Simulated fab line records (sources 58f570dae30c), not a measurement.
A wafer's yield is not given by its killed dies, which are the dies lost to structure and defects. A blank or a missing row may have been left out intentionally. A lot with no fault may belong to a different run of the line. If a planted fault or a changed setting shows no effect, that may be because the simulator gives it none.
fab line records ; flow berkeley_cmos170 ; part 1 of 2: steps 1 to 28 of 42
record: lots: 5; wafers: 15; last_day: 11
route steps=331 shown CONTACT@226 M1@238 V1@254
lots with no fault: from the same line, run without faults
start_h: start of the lot's first displayed wafer, in hours after the record's first day ; wait_h: hours elapsed since this lot's preceding step ; " as in the row above ; L1.1+2: one row covering several wafers at once ; - value missing, or start not given ; * or withheld: withheld ; < > ~ a bound
route shown NAME@n: NAME is a module with steps in the file, n the number in the route of the first one ; usual: mean and standard deviation over wafers with no fault ; same: alike in all rows ; chamber/n: place in a boat ; sites: each site's reading ; _std_site: their standard deviation ; _edge_site: inner sites' mean taken away from outer sites' mean ; radius_mm: how far each site lies from the wafer's centre ; mask NAME#n: copy n ; behind: the last tool/chamber to shape the wafer ; hold: why the lot went on hold/how many hours it stayed there/how the hold came to an end ; device: the n, p or np transistor that did not switch ; end of line: the same wafers' tests at the end of the route ; a step without rows: its recipe alone ; killed: at the first sort, the dies lost to defects and structure; wafer yield is something else ; map: the dies of a wafer, with x for killed, . for not killed, _ for no die there
set.NAME: the run value of the setting; set.NAME@STEP: its run value at that earlier step ; model.NAME: the simulator's own value behind a step, which no gauge read
lots seen at some steps along the route; tables by step, rows by wafer
services: when a tool's chamber went out of use (start_h, in hours from the record's first day, below 0 if earlier), for how many hours, and the reason
== steps ==
step: UCB170_CONTACT_COAT_10
recipe: resist: KrF; spin_rpm: 1500; resist_thk_nm: 900
lot.wafer;tool;chamber;start_h;wait_h
L075.1+2+6;litho_track-01;0;-;-
L080.1+3+5;litho_track-03;0;-;-
L091.2+3+5;litho_track-04;0;-;-
L089.3+4+6;litho_track-04;0;-;-
L092.1+2+5;litho_track-03;0;-;-
step: UCB170_CONTACT_SOFTBAKE_11
recipe: resist: KrF; temp_c: 130; time_s: 60
lot.wafer;tool;chamber;start_h;wait_h
L075.1+2+6;litho_track-01;0;-;-
L080.1+3+5;litho_track-03;0;-;-
L091.2+3+5;litho_track-04;0;-;-
L089.3+4+6;litho_track-04;0;-;-
L092.1+2+5;litho_track-03;0;-;-
step: UCB170_CONTACT_EXPOSE_12
recipe: mask_id: CONT; target_cd_nm: 700; na: 0.5; sigma_outer: 0.6; source_shape: conventional; dose_mj: 35
usual: reticle_temp_C: 23.00/0.11
lot.wafer;tool;chamber;start_h;wait_h;mask;reticle_temp_C
L075.1;krf_scanner-01;0;143.13;-;CONT#0;23.03
L075.2;krf_scanner-01;0;143.13;-;CONT#0;23.04
L075.6;krf_scanner-01;0;143.13;-;CONT#0;23.00
L080.1;krf_scanner-01;0;179.46;-;CONT#0;23.19
L080.3;krf_scanner-01;0;179.46;-;CONT#0;23.05
L080.5;krf_scanner-01;0;179.46;-;CONT#0;22.78
L091.2;krf_scanner-01;0;231.29;-;CONT#0;22.93
L091.3;krf_scanner-01;0;231.29;-;CONT#0;22.93
L091.5;krf_scanner-01;0;231.29;-;CONT#0;22.95
L089.3;krf_scanner-01;0;231.67;-;CONT#0;23.28
L089.4;krf_scanner-01;0;231.67;-;CONT#0;23.06
L089.6;krf_scanner-01;0;231.67;-;CONT#0;23.02
L092.1;krf_scanner-01;0;231.75;-;CONT#0;22.91
L092.2;krf_scanner-01;0;231.75;-;CONT#0;22.83
L092.5;krf_scanner-01;0;231.75;-;CONT#0;22.99
step: UCB170_CONTACT_PEB_13
recipe: peb_temp_c: 130; peb_time_s: withheld; resist: KrF
lot.wafer;tool;chamber;start_h;wait_h
L075.1+2+6;litho_track-03;0;143.25;0.1
L080.1+3+5;litho_track-01;0;179.58;0.1
L091.2+3+5;litho_track-04;0;231.65;0.3
L089.3+4+6;litho_track-01;0;231.80;0.1
L092.1+2+5;litho_track-04;0;231.90;0.1
step: UCB170_CONTACT_DEVELOP_14
recipe: developer: TMAH; develop_time_s: 45; resist: KrF; dev_temp_c: 21
lot.wafer;tool;chamber;start_h;wait_h
L075.1+2+6;litho_track-03;0;-;-
L080.1+3+5;litho_track-01;0;-;-
L091.2+3+5;litho_track-04;0;-;-
L089.3+4+6;litho_track-01;0;-;-
L092.1+2+5;litho_track-04;0;-;-
step: UCB170_CONTACT_CD_MEAS_15
recipe: target_cd_nm: 700
usual: cd_nm: 700.0/1.7
lot.wafer;tool;chamber;start_h;wait_h;cd_nm
L075.1;cd_sem-01;-;143.52;-;701.3
L075.2;cd_sem-01;-;143.52;-;701.7
L075.6;cd_sem-01;-;143.52;-;701.3
L080.1;cd_sem-02;-;179.85;-;697.2
L080.3;cd_sem-02;-;179.85;-;697.4
L080.5;cd_sem-02;-;179.85;-;698.8
L091.2;cd_sem-02;-;232.11;-;701.8
L091.3;cd_sem-02;-;232.11;-;699.2
L091.5;cd_sem-02;-;232.11;-;700.9
L089.3;cd_sem-02;-;232.37;-;697.8
L089.4;cd_sem-02;-;232.37;-;698.0
L089.6;cd_sem-02;-;232.37;-;699.2
L092.1;cd_sem-02;-;232.57;-;699.7
L092.2;cd_sem-02;-;232.57;-;699.5
L092.5;cd_sem-02;-;232.57;-;700.6
step: UCB170_CONTACT_OVL_MEAS_16
usual: CONTACT_OVL: -3/4.8
lot.wafer;tool;chamber;start_h;wait_h;CONTACT_OVL[nm]
L075.1;overlay-02;-;143.64;0.1;-5
L075.2;overlay-02;-;143.64;0.1;-14
L075.6;overlay-02;-;143.64;0.1;-14
L080.1;overlay-02;-;179.97;0.1;-5
L080.3;overlay-02;-;179.97;0.1;-3
L080.5;overlay-02;-;179.97;0.1;-1
L091.2;overlay-02;-;232.21;0.1;-8
L091.3;overlay-02;-;232.21;0.1;-8
L091.5;overlay-02;-;232.21;0.1;-12
L089.3;overlay-02;-;232.46;0.1;-4
L089.4;overlay-02;-;232.46;0.1;-2
L089.6;overlay-02;-;232.46;0.1;0
L092.1;overlay-01;-;232.69;0.1;-4
L092.2;overlay-01;-;232.69;0.1;5
L092.5;overlay-01;-;232.69;0.1;-3
step: UCB170_CONTACT_ETCH_17
recipe: chemistry: N2/H2; target_depth_a: withheld; overetch_a: withheld; target: BARC; time_s: withheld; source_w: 500; bias_w: 103.2; pressure_mtorr: 30; n2_flow_sccm: 100; h2_flow_sccm: 200
usual: drypump_motor_current_A: 5.7/0.45; oes_product_au: 1.006/0.019; throttle_valve_pct: 13.35/0.21
lot.wafer;tool;chamber;start_h;wait_h;drypump_motor_current_A;oes_product_au;throttle_valve_pct
L075.1;rie_diel-04;3;143.68;0.0;5.8;0.989;13.37
L075.2;rie_diel-04;0;143.68;0.0;5.6;0.999;13.39
L075.6;rie_diel-04;3;143.68;0.0;5.8;0.993;13.37
L080.1;rie_diel-02;3;180.01;0.0;5.7;0.992;12.96
L080.3;rie_diel-02;1;180.01;0.0;5.6;1.003;13.48
L080.5;rie_diel-02;0;180.01;0.0;5.5;1.027;13.51
L091.2;rie_diel-02;0;232.24;0.0;5.5;1.037;13.53
L091.3;rie_diel-02;1;232.24;0.0;5.6;1.015;13.47
L091.5;rie_diel-02;2;232.24;0.0;5.1;1.022;13.17
L089.3;rie_diel-04;3;232.48;0.0;5.8;0.995;13.38
L089.4;rie_diel-04;1;232.48;0.0;5.6;0.976;13.54
L089.6;rie_diel-04;2;232.48;0.0;5.9;0.995;13.54
L092.1;rie_diel-02;2;232.72;0.0;5.1;1.029;13.18
L092.2;rie_diel-02;3;232.72;0.0;5.8;1.001;12.96
L092.5;rie_diel-02;2;232.72;0.0;5.1;1.030;13.17
step: UCB170_CONTACT_ETCH_18
recipe: chemistry: CHF3/CF4/Ar; target: PSG; stop_on: TiSi2; CHF3_flow_sccm: 45; cf4_flow_sccm: 15; Ar_flow_sccm: 150; pressure_mtorr: 200; rf_w: 700; target_depth_a: 8400; over_etch_frac: 0.2; time_s: 195
usual: drypump_motor_current_A: 5.7/0.45; oes_product_au: 0.894/0.015; throttle_valve_pct: 6.95/0.14
lot.wafer;tool;chamber;start_h;wait_h;drypump_motor_current_A;oes_product_au;rf_hours_counter_h;throttle_valve_pct
L075.1;rie_diel-04;3;-;-;5.8;0.884;8;6.96
L075.2;rie_diel-04;0;-;-;5.6;0.898;18;6.94
L075.6;rie_diel-04;3;-;-;5.8;0.887;-;6.96
L080.1;rie_diel-02;3;-;-;5.7;0.892;10;6.73
L080.3;rie_diel-02;1;-;-;5.6;0.908;5;7.02
L080.5;rie_diel-02;0;-;-;5.5;0.913;-;7.09
L091.2;rie_diel-02;0;-;-;5.5;0.926;79;7.09
L091.3;rie_diel-02;1;-;-;5.6;0.912;8;7.03
L091.5;rie_diel-02;2;-;-;5.1;0.912;-;6.85
L089.3;rie_diel-04;3;-;-;5.8;0.886;11;6.97
L089.4;rie_diel-04;1;-;-;5.6;0.879;137;7.11
L089.6;rie_diel-04;2;-;-;5.9;0.883;-;7.03
L092.1;rie_diel-02;2;-;-;5.1;0.907;68;6.85
L092.2;rie_diel-02;3;-;-;5.8;0.890;12;6.73
L092.5;rie_diel-02;2;-;-;5.1;0.909;-;6.87
step: UCB170_CONTACT_STRIP_19
recipe: chemistry: O2; power_w: 400; pressure_mtorr: 3500; platen_temp_c: withheld; o2_flow_sccm: 400; overash_fraction: 0.5
usual: drypump_motor_current_A: 5.8/0.55; oes_product_au: 0.725/0.0044
lot.wafer;tool;chamber;start_h;wait_h;drypump_motor_current_A;oes_product_au;rf_hours_counter_h
L075.1;plasma_asher-03;0;143.85;-;6.3;0.724;39
L075.2;plasma_asher-03;1;143.85;-;5.9;0.721;39
L075.6;plasma_asher-03;1;143.85;-;6.0;0.728;-
L080.1;plasma_asher-03;1;180.18;-;6.0;0.724;42
L080.3;plasma_asher-03;0;180.18;-;6.3;0.725;-
L080.5;plasma_asher-03;0;180.18;-;6.2;0.730;-
L091.2;plasma_asher-03;1;232.41;-;6.0;0.730;47
L091.3;plasma_asher-03;0;232.41;-;6.2;0.720;-
L091.5;plasma_asher-03;1;232.41;-;6.0;0.725;-
L089.3;plasma_asher-01;1;232.68;-;6.6;0.728;-
L089.4;plasma_asher-01;0;232.68;-;5.0;0.723;-
L089.6;plasma_asher-01;1;232.68;-;6.6;0.722;-
L092.1;plasma_asher-03;0;232.89;-;6.2;0.720;47
L092.2;plasma_asher-03;1;232.89;-;6.0;0.724;47
L092.5;plasma_asher-03;1;232.89;-;6.0;0.728;-
step: UCB170_CONTACT_CD_MEAS_90
recipe: target_cd_nm: 700
usual: cd_nm: 699.9/1.8
lot.wafer;tool;chamber;start_h;wait_h;cd_nm
L075.1;cd_sem-02;-;143.95;0.1;700.5
L075.2;cd_sem-02;-;143.95;0.1;701.2
L075.6;cd_sem-02;-;143.95;0.1;700.3
L080.1;cd_sem-02;-;180.28;0.1;697.1
L080.3;cd_sem-02;-;180.28;0.1;696.8
L080.5;cd_sem-02;-;180.28;0.1;698.6
L091.2;cd_sem-02;-;232.71;0.3;701.6
L091.3;cd_sem-02;-;232.71;0.3;700.0
L091.5;cd_sem-02;-;232.71;0.3;700.5
L089.3;cd_sem-02;-;233.09;0.4;698.1
L089.4;cd_sem-02;-;233.09;0.4;698.0
L089.6;cd_sem-02;-;233.09;0.4;700.4
L092.1;cd_sem-02;-;233.17;0.2;700.0
L092.2;cd_sem-02;-;233.17;0.2;699.1
L092.5;cd_sem-02;-;233.17;0.2;700.7
step: UCB170_CONTACT_CLEAN_20
recipe: chemistry: SPM; temp_c: 120; time_s: 600
lot.wafer;tool;chamber;start_h;wait_h
L075.1+2+6;wet_bench-01;3;144.07;0.1
L080.1+3+5;wet_bench-04;3;180.48;0.2
L091.2+3+5;wet_bench-03;1;232.91;0.2
L089.3+4+6;wet_bench-03;3;233.43;0.3
L092.1+2+5;wet_bench-03;3;233.43;0.2
step: UCB170_M1_SPUTTER_00
recipe: material: Al; target_thk_nm: 600; time_s: 80; power_w: 6000; chamber_pressure_pa: 0.5
usual: throttle_valve_pct: 30.3/1.1
lot.wafer;tool;chamber;start_h;wait_h;throttle_valve_pct
L075.1;pvd_sputter-01;-;144.24;0.0;30.8
L075.2;pvd_sputter-01;-;144.24;0.0;31.2
L075.6;pvd_sputter-01;-;144.24;0.0;31.6
L080.1;pvd_sputter-03;-;180.66;0.0;30.1
L080.3;pvd_sputter-03;-;180.66;0.0;29.9
L080.5;pvd_sputter-03;-;180.66;0.0;30.1
L091.2;pvd_sputter-02;-;233.08;0.0;28.3
L091.3;pvd_sputter-02;-;233.08;0.0;30.5
L091.5;pvd_sputter-02;-;233.08;0.0;28.3
L089.3;pvd_sputter-03;-;233.61;0.0;29.8
L089.4;pvd_sputter-03;-;233.61;0.0;29.9
L089.6;pvd_sputter-03;-;233.61;0.0;29.8
L092.1;pvd_sputter-01;-;233.61;0.0;32.0
L092.2;pvd_sputter-01;-;233.61;0.0;29.2
L092.5;pvd_sputter-01;-;233.61;0.0;30.6
step: UCB170_M1_RS_MEAS_01
recipe: thk_meas_gauge: four-point-probe; reads: Al_of_M1_SPUTTER_00
usual: M1_AL_RS: 0.0486/0.00043
lot.wafer;tool;chamber;start_h;wait_h;M1_AL_RS[ohm/sq]
L075.1;film_metro-04;-;144.30;0.0;0.0485
L075.2;film_metro-04;-;144.30;0.0;0.0484
L075.6;film_metro-04;-;144.30;0.0;0.0483
L080.1;film_metro-01;-;180.72;0.0;0.0495
L080.3;film_metro-01;-;180.72;0.0;0.0496
L080.5;film_metro-01;-;180.72;0.0;0.0492
L091.2;film_metro-03;-;233.19;0.1;0.0488
L091.3;film_metro-03;-;233.19;0.1;0.0488
L091.5;film_metro-03;-;233.19;0.1;0.0487
L092.1;film_metro-03;-;233.67;0.0;0.0490
L092.2;film_metro-03;-;233.67;0.0;0.0495
L092.5;film_metro-03;-;233.67;0.0;0.0491
L089.3;film_metro-04;-;233.71;0.1;0.0480
L089.4;film_metro-04;-;233.71;0.1;0.0487
L089.6;film_metro-04;-;233.71;0.1;0.0479
step: UCB170_M1_THK_MEAS_02
recipe: thk_meas_gauge: xrf; reads: Al_of_M1_SPUTTER_00
usual: M1_AL_THK: 606/5.3
lot.wafer;tool;chamber;start_h;wait_h;M1_AL_THK[nm]
L075.1;film_metro-04;-;144.42;0.1;608
L075.2;film_metro-04;-;144.42;0.1;609
L075.6;film_metro-04;-;144.42;0.1;611
L080.1;film_metro-01;-;180.84;0.1;596
L080.3;film_metro-01;-;180.84;0.1;595
L080.5;film_metro-01;-;180.84;0.1;598
L091.2;film_metro-03;-;233.30;0.1;605
L091.3;film_metro-03;-;233.30;0.1;605
L091.5;film_metro-03;-;233.30;0.1;604
L092.1;film_metro-03;-;233.79;0.1;602
L092.2;film_metro-03;-;233.79;0.1;600
L092.5;film_metro-03;-;233.79;0.1;600
L089.3;film_metro-04;-;233.81;0.1;611
L089.4;film_metro-04;-;233.81;0.1;605
L089.6;film_metro-04;-;233.81;0.1;619
step: UCB170_M1_COAT_03
recipe: resist: BARC; temp_c: withheld; time_s: withheld; spin_rpm: 3000; resist_thk_nm: withheld
lot.wafer;tool;chamber;start_h;wait_h
L075.1+2+6;litho_track-04;0;144.48;0.1
L080.1+3+5;litho_track-04;0;181.02;0.2
L091.2+3+5;litho_track-02;0;233.38;0.1
L092.1+2+5;litho_track-02;0;233.85;0.1
L089.3+4+6;litho_track-04;0;233.90;0.1
step: UCB170_M1_COAT_04
recipe: resist: KrF; spin_rpm: 1536; resist_thk_nm: 900
lot.wafer;tool;chamber;start_h;wait_h
L075.1+2+6;litho_track-04;0;-;-
L080.1+3+5;litho_track-04;0;-;-
L091.2+3+5;litho_track-02;0;-;-
L092.1+2+5;litho_track-02;0;-;-
L089.3+4+6;litho_track-04;0;-;-
step: UCB170_M1_SOFTBAKE_05
recipe: resist: KrF; temp_c: 130; time_s: 60
lot.wafer;tool;chamber;start_h;wait_h
L075.1+2+6;litho_track-04;0;-;-
L080.1+3+5;litho_track-04;0;-;-
L091.2+3+5;litho_track-02;0;-;-
L092.1+2+5;litho_track-02;0;-;-
L089.3+4+6;litho_track-04;0;-;-
step: UCB170_M1_EXPOSE_06
recipe: mask_id: METAL1; target_cd_nm: 700; na: 0.5; sigma_outer: 0.6; source_shape: conventional; dose_mj: 21
usual: reticle_temp_C: 23.01/0.11
lot.wafer;tool;chamber;start_h;wait_h;mask;reticle_temp_C
L075.1;krf_scanner-01;0;145.06;-;METAL1#0;23.02
L075.2;krf_scanner-01;0;145.06;-;METAL1#0;23.04
L075.6;krf_scanner-01;0;145.06;-;METAL1#0;23.11
L080.1;krf_scanner-01;0;181.60;-;METAL1#0;22.84
L080.3;krf_scanner-01;0;181.60;-;METAL1#0;22.96
L080.5;krf_scanner-01;0;181.60;-;METAL1#0;23.08
L091.2;krf_scanner-01;0;234.15;-;METAL1#0;22.95
L091.3;krf_scanner-01;0;234.15;-;METAL1#0;22.84
L091.5;krf_scanner-01;0;234.15;-;METAL1#0;23.00
L092.1;krf_scanner-02;0;234.49;-;METAL1#0;23.00
L092.2;krf_scanner-02;0;234.49;-;METAL1#0;23.11
L092.5;krf_scanner-02;0;234.49;-;METAL1#0;23.09
L089.3;krf_scanner-01;0;234.77;-;METAL1#0;22.93
L089.4;krf_scanner-01;0;234.77;-;METAL1#0;22.81
L089.6;krf_scanner-01;0;234.77;-;METAL1#0;22.83
step: UCB170_M1_PEB_07
recipe: peb_temp_c: 130; peb_time_s: withheld; resist: KrF
lot.wafer;tool;chamber;start_h;wait_h
L075.1+2+6;litho_track-02;0;145.17;0.1
L080.1+3+5;litho_track-02;0;181.71;0.1
L091.2+3+5;litho_track-02;0;234.32;0.2
L092.1+2+5;litho_track-02;0;234.85;0.3
L089.3+4+6;litho_track-03;0;235.00;0.2
step: UCB170_M1_DEVELOP_08
recipe: developer: TMAH; develop_time_s: 45; resist: KrF; dev_temp_c: 21
lot.wafer;tool;chamber;start_h;wait_h
L075.1+2+6;litho_track-02;0;-;-
L080.1+3+5;litho_track-02;0;-;-
L091.2+3+5;litho_track-02;0;-;-
L092.1+2+5;litho_track-02;0;-;-
L089.3+4+6;litho_track-03;0;-;-
step: UCB170_M1_CD_MEAS_09
recipe: target_cd_nm: 700
usual: cd_nm: 699.8/1.4
lot.wafer;tool;chamber;start_h;wait_h;cd_nm
L075.1;cd_sem-02;-;145.47;-;700.8
L075.2;cd_sem-02;-;145.47;-;701.1
L075.6;cd_sem-02;-;145.47;-;699.6
L080.1;cd_sem-01;-;181.99;-;700.0
L080.3;cd_sem-01;-;181.99;-;701.7
L080.5;cd_sem-01;-;181.99;-;700.7
L091.2;cd_sem-02;-;234.76;-;701.3
L091.3;cd_sem-02;-;234.76;-;699.8
L091.5;cd_sem-02;-;234.76;-;700.4
L092.1;cd_sem-02;-;235.22;-;701.3
L092.2;cd_sem-02;-;235.22;-;700.5
L092.5;cd_sem-02;-;235.22;-;701.5
L089.3;cd_sem-02;-;235.50;-;700.4
L089.4;cd_sem-02;-;235.50;-;701.6
L089.6;cd_sem-02;-;235.50;-;701.9
step: UCB170_M1_OVL_MEAS_10
usual: M1_OVL: 5/5
lot.wafer;tool;chamber;start_h;wait_h;M1_OVL[nm]
L075.1;overlay-01;-;145.59;0.1;-4
L075.2;overlay-01;-;145.59;0.1;-3
L075.6;overlay-01;-;145.59;0.1;-1
L080.1;overlay-01;-;182.11;0.1;5
L080.3;overlay-01;-;182.11;0.1;1
L080.5;overlay-01;-;182.11;0.1;0
L091.2;overlay-02;-;234.87;0.1;5
L091.3;overlay-02;-;234.87;0.1;4
L091.5;overlay-02;-;234.87;0.1;1
L092.1;overlay-02;-;235.34;0.1;4
L092.2;overlay-02;-;235.34;0.1;6
L092.5;overlay-02;-;235.34;0.1;5
L089.3;overlay-02;-;235.59;0.1;7
L089.4;overlay-02;-;235.59;0.1;13
L089.6;overlay-02;-;235.59;0.1;14
step: UCB170_M1_ETCH_11
recipe: chemistry: N2/H2; target_depth_a: withheld; overetch_a: withheld; target: BARC; time_s: withheld; source_w: 500; bias_w: 100; pressure_mtorr: 30; n2_flow_sccm: 100; h2_flow_sccm: 200
usual: drypump_motor_current_A: 5.7/0.45; oes_product_au: 0.994/0.014; throttle_valve_pct: 13.31/0.19
lot.wafer;tool;chamber;start_h;wait_h;drypump_motor_current_A;oes_product_au;throttle_valve_pct
L075.1;rie_diel-03;3;145.63;0.0;5.6;0.998;13.32
L075.2;rie_diel-03;1;145.63;0.0;5.9;0.977;13.05
L075.6;rie_diel-03;0;145.63;0.0;5.3;1.000;13.08
L080.1;rie_diel-03;1;182.14;0.0;5.9;0.987;13.06
L080.3;rie_diel-03;2;182.14;0.0;5.2;1.006;13.36
L080.5;rie_diel-03;1;182.14;0.0;5.9;0.992;13.05
L091.2;rie_diel-04;0;234.90;0.0;5.6;0.983;13.39
L091.3;rie_diel-04;2;234.90;0.0;5.9;0.995;13.53
L091.5;rie_diel-04;3;234.90;0.0;5.8;0.996;13.36
L092.1;rie_diel-01;1;235.38;0.0;5.0;1.025;13.05
L092.2;rie_diel-01;0;235.38;0.0;6.8;0.962;13.07
L092.5;rie_diel-01;2;235.38;0.0;5.7;1.001;13.50
L089.3;rie_diel-04;0;235.62;0.0;5.6;0.974;13.41
L089.4;rie_diel-04;2;235.62;0.0;5.9;0.992;13.51
L089.6;rie_diel-04;0;235.62;0.0;5.5;0.999;13.39
step: UCB170_M1_METAL_ETCH_12
recipe: chemistry: Cl2/BCl3; target: Al; stop_on: PSG; pressure_mtorr: 12; target_depth_a: 7800; over_etch_frac: 0.3; time_s: 130; icp_w: 600; bias_w: 120; Cl2_flow_sccm: 90; bcl3_flow_sccm: 45
usual: drypump_motor_current_A: 5.79/0.22; oes_product_au: 0.855/0.013; throttle_valve_pct: 24.46/0.2
lot.wafer;tool;chamber;start_h;wait_h;drypump_motor_current_A;oes_product_au;rf_hours_counter_h;throttle_valve_pct
L075.1;rie_metal-03;0;145.67;-;5.84;0.858;12;24.76
L075.2;rie_metal-03;1;145.67;-;6.09;0.850;11;24.22
L075.6;rie_metal-03;0;145.67;-;5.84;0.858;-;24.77
L080.1;rie_metal-01;1;182.18;-;5.42;0.839;11;24.38
L080.3;rie_metal-01;0;182.18;-;5.60;0.823;-;24.34
L080.5;rie_metal-01;1;182.18;-;5.44;0.839;-;24.37
L091.2;rie_metal-03;1;234.94;-;6.11;0.849;13;24.22
L091.3;rie_metal-03;0;234.94;-;5.85;0.849;-;24.77
L091.5;rie_metal-03;0;234.94;-;5.84;0.852;-;24.76
L092.1;rie_metal-03;0;235.42;-;5.86;0.857;14;24.74
L092.2;rie_metal-03;1;235.42;-;6.12;0.841;13;24.22
L092.5;rie_metal-03;0;235.42;-;5.85;0.851;-;24.76
L089.3;rie_metal-04;1;235.70;-;5.97;0.878;-;24.65
L089.4;rie_metal-04;0;235.70;-;5.58;0.860;-;24.29
L089.6;rie_metal-04;1;235.70;-;5.96;0.873;-;24.66
step: UCB170_M1_STRIP_13
recipe: chemistry: O2; power_w: 400; pressure_mtorr: 3500; platen_temp_c: withheld; o2_flow_sccm: 400; overash_fraction: 0.5
usual: drypump_motor_current_A: 5.7/0.47; oes_product_au: 0.720/0.0045
lot.wafer;tool;chamber;start_h;wait_h;drypump_motor_current_A;oes_product_au;rf_hours_counter_h
L075.1;plasma_asher-02;1;145.80;0.1;5.4;0.723;40
L075.2;plasma_asher-02;0;145.80;0.1;5.2;0.715;40
L075.6;plasma_asher-02;1;145.80;0.1;5.4;0.714;-
L080.1;plasma_asher-03;1;182.32;0.1;6.0;0.720;42
L080.3;plasma_asher-03;1;182.32;0.1;6.0;0.713;-
L080.5;plasma_asher-03;1;182.32;0.1;6.0;0.719;-
L091.2;plasma_asher-03;1;235.07;0.1;5.9;0.717;47
L091.3;plasma_asher-03;0;235.07;0.1;6.2;0.727;-
L091.5;plasma_asher-03;1;235.07;0.1;6.0;0.718;-
L092.1;plasma_asher-04;1;235.55;0.1;5.5;0.724;11
L092.2;plasma_asher-04;0;235.55;0.1;6.6;0.723;11
L092.5;plasma_asher-04;1;235.55;0.1;5.6;0.721;-
L089.3;plasma_asher-02;0;235.82;0.1;5.2;0.722;-
L089.4;plasma_asher-02;1;235.82;0.1;5.4;0.722;-
L089.6;plasma_asher-02;0;235.82;0.1;5.2;0.724;-
step: UCB170_M1_CD_MEAS_90
recipe: target_cd_nm: 700
usual: cd_nm: 699.6/1.7
lot.wafer;tool;chamber;start_h;wait_h;cd_nm
L075.1;cd_sem-01;-;145.90;0.1;700.9
L075.2;cd_sem-01;-;145.90;0.1;701.1
L075.6;cd_sem-01;-;145.90;0.1;698.8
L080.1;cd_sem-01;-;182.42;0.1;700.6
L080.3;cd_sem-01;-;182.42;0.1;702.0
L080.5;cd_sem-01;-;182.42;0.1;699.3
L091.2;cd_sem-02;-;235.36;0.3;701.1
L091.3;cd_sem-02;-;235.36;0.3;700.0
L091.5;cd_sem-02;-;235.36;0.3;701.0
L092.1;cd_sem-02;-;235.70;0.1;701.9
L092.2;cd_sem-02;-;235.70;0.1;701.3
L092.5;cd_sem-02;-;235.70;0.1;701.4
L089.3;cd_sem-02;-;235.93;0.1;697.7
L089.4;cd_sem-02;-;235.93;0.1;699.9
L089.6;cd_sem-02;-;235.93;0.1;700.0
step: UCB170_M1_ANNEAL_14
recipe: temp_c: 400; time_s: 1200; ambient: forming_gas
usual: spike_tc_centre_C: 402.1/1
lot.wafer;tool;chamber;start_h;wait_h;spike_tc_centre_C
L075.1;-;-;149.15;3.2;402.2
L075.2;-;-;149.15;3.2;403.1
L075.6;-;-;149.15;3.2;402.5
L080.1;-;-;187.08;4.6;401.2
L080.3;-;-;187.08;4.6;402.3
L080.5;-;-;187.08;4.6;403.3
L089.3;-;-;238.72;2.8;401.3
L089.4;-;-;238.72;2.8;401.6
L089.6;-;-;238.72;2.8;401.5
L091.2;-;-;238.72;3.3;403.4
L091.3;-;-;238.72;3.3;400.3
L091.5;-;-;238.72;3.3;400.8
L092.1;-;-;238.72;3.0;401.6
L092.2;-;-;238.72;3.0;401.6
L092.5;-;-;238.72;3.0;401.6
